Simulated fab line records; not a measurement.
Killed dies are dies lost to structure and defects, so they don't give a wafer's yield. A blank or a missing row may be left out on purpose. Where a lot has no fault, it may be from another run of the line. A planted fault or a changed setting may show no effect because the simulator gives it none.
Commonality check across tools    flow berkeley cmos170    Sampled: 15 lots, 45 wafers

WHY THIS WAS OPENED
UCB170_GATE_THK_MEAS_05, reading GATE_POLY_THK: flagged on 3 of 15 lots. No-fault wafers: 213.8 nm, standard deviation 2.
Rule: a lot is flagged in two cases, either no wafer of it has a number, or all its wafers with numbers fall more than 4 standard deviations from that mean. As for the other lots, they are considered sound.

lot   measured      on             GATE_POLY_THK (nm), wafer by wafer  flag
L594  day 6 03:25   film metro-01  215.6 214.2 214.5                   
L596  day 6 16:29   film metro-02  213.4 212.1 211.8                   
L597  day 7 05:53   film metro-02  213.3 211.1 213.9                   
L598  day 7 05:53   film metro-03  214.1 214.2 213.0                   
L599  day 7 05:57   film metro-01  210.3 210.6 211.5                   
L600  day 7 20:37   film metro-03  215.4 215.3 213.9                   
L602  day 8 15:25   film metro-03  214.5 212.7 211.3                   
L603  day 8 15:25   film metro-02  211.5 214.8 214.0                   
L604  day 8 19:31   film metro-03  279.5 280.9 279.6                   FLAGGED
L606  day 9 06:25   film metro-02  282.7 283.4 283.3                   FLAGGED
L607  day 9 06:26   film metro-01  280.0 282.2 281.9                   FLAGGED
L608  day 9 12:59   film metro-02  211.0 211.6 213.5                   
L609  day 9 13:00   film metro-01  216.8 215.5 217.2                   
L614  day 10 21:57  film metro-03  211.4 211.4 212.7                   
L615  day 10 21:58  film metro-01  212.6 210.9 213.1                   
On average the flagged lots' numbers are 281.5 nm, which is +67.7 nm against the usual, or +34 standard deviations.

LOT BY LOT: THE TOOL USED
The record keeps 1 process step preceding the reading, out of 331 steps on the route. Every cell lists first the tool, next ch and the chambers used by the sampled wafers, and last the start.
lot   flag     UCB170_GATE_CVD_04
L594           lpcvd-01 ch 0, day 6 02:01
L596           lpcvd-02 ch 0, day 6 15:05
L597           lpcvd-02 ch 1, day 7 04:29
L598           lpcvd-02 ch 1, day 7 04:29
L599           lpcvd-02 ch 0, day 7 04:29
L600           lpcvd-02 ch 0, day 7 19:13
L602           lpcvd-02 ch 1, day 8 14:01
L603           lpcvd-02 ch 0, day 8 14:01
L604  FLAGGED  lpcvd-02 ch 0, day 8 18:07
L606  FLAGGED  lpcvd-02 ch 1, day 9 05:01
L607  FLAGGED  lpcvd-02 ch 0, day 9 05:01
L608           lpcvd-01 ch 0, day 9 11:34
L609           lpcvd-01 ch 1, day 9 11:34
L614           lpcvd-01 ch 0, day 10 20:32
L615           lpcvd-01 ch 0, day 10 20:32
What the steps here do:
- UCB170_GATE_CVD_04: deposits poly-Si from SiH4, time 1440 s, target thk 214 nm.
- UCB170_GATE_THK_MEAS_05

FLAGGED AGAINST TOTAL, ONE TOOL AT A TIME (gauges that did the reading follow at the end)
step                     tool           lots run  flagged  share of the flagged lots  sound lots run after its first flagged lot
UCB170_GATE_CVD_04       lpcvd-01       5         0        none                       -
UCB170_GATE_CVD_04       lpcvd-02       10        3        all                        0
UCB170_GATE_THK_MEAS_05  film metro-01  5         1        some                       2 (L609,L615)
UCB170_GATE_THK_MEAS_05  film metro-02  5         1        some                       1 (L608)
UCB170_GATE_THK_MEAS_05  film metro-03  5         1        some                       1 (L614)

WHAT THE TABLE ALLOWS
Rows of the table that ran each flagged lot: 1, that is lpcvd-02 at UCB170_GATE_CVD_04.
- lpcvd-02 at UCB170_GATE_CVD_04: 3 of its 10 lots flagged. A fault beginning between L602 (day 8 14:01), its last sound lot, and L604 (day 8 18:07), its first flagged one, fits the data.
What remains is a single tool, lpcvd-02 at UCB170_GATE_CVD_04.

WHAT THE SIMULATOR HAD PUT IN
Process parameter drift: lpcvd-02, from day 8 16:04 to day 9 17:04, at UCB170_GATE_CVD_04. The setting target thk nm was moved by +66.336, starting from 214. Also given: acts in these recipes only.
Lots struck among those shown: L604, L606, L607. The rule above found the same.
